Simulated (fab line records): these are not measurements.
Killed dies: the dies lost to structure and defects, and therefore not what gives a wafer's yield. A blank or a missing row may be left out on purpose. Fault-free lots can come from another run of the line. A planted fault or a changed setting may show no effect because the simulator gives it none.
Problem report in the 8D (eight disciplines) form, filled by code || flow berkeleyCmos170 || the parts of the form that need people (team, actions taken, sign-off) are left out

## 1. THE PROBLEM
Across 9 wafers from 3 lots, NLDD_OVL at UCB170_NLDD_OVL_MEAS_07 averages 180 nm, while fault-free wafers read 1 nm with a standard deviation of 5.5. That puts it +33 standard deviations away from the usual mean.
Earliest sighting: wafer L621.4 on overlay-01 at day 10 02:35. The record has a number at this step for 45 wafers belonging to 15 lots. By rule, "out" or "out of limits" means more than 4 standard deviations away from the usual mean. Any other wafer with a number is counted as sound.

## 2. WHAT IT IS, WHAT IT ISN'T
{"question": "which readings at this step", "is": "NLDD_OVL", "is not": "-"}
{"question": "which lots", "is": "L621, L622, L623", "is not": "L604, L605, L606, L608, L609, L610, L611, L613, L614, L616, L617, L625"}
{"question": "which wafers of those lots", "is": "all that have a number", "is not": "-"}
{"question": "read on which gauges", "is": "overlay-01, overlay-02", "is not": "-"}
{"question": "when", "is": "from day 10 02:35", "is not": "up to then (33 sound wafers); but 3 sound wafers of L625 came after"}

## 3. SUSPECTS, AND WHAT RULES EACH OUT
Counting: a tool at any process step up to the reading remains a suspect when it ran all the lots that are out and ran no sound lot after the first of those.
- the gauge at UCB170_NLDD_OVL_MEAS_07 has been ruled out. The wafers that are out were read on 2 gauges (overlay-01, overlay-02).
- krfScanner-02 at UCB170_NLDD_EXPOSE_03 (exposes mask NSELECT, target cd 1200 nm): kept. It ran every lot that is out, first L621 (day 10 02:07), and no sound lot after that; its last sound lot up to then is L613 (day 8 09:32).
After counting, what remains is krfScanner-02 at UCB170_NLDD_EXPOSE_03.

## 4. THE CAUSE (what the simulator had put in)
Scanner matching overlay: krfScanner-02, from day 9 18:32 on, at UCB170_NLDD_EXPOSE_03. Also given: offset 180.
Only this tool survived the counting.

## 5. THE CHAIN OF EFFECTS, in route order
Each row: a reading where the mean over the struck wafers with a number is more than 3 standard deviations away from the usual. Scope: only readings with a usual standard deviation given in the record; hours: median across lots of the time from each lot's start at the first step in this table that gives one to its start at this step; sigmas: change in usual standard deviations.
{"hours": 0, "step": "UCB170_NLDD_OVL_MEAS_07", "reading": "NLDD_OVL", "usual": "1 nm", "on struck wafers": 180, "change": "+179", "sigmas": "+33"}

## 6. WHAT WOULD HAVE CAUGHT IT SOONER
8 hours passed between the start of the fault at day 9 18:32 and the first reading out of limits at a measuring or inspecting step in this record, taken at day 10 02:35.
Of the lots that are out (3), L623, L622 began UCB170_NLDD_EXPOSE_03 on krfScanner-02 after day 10 02:35. A hold on the tool at that time would have spared those 2.
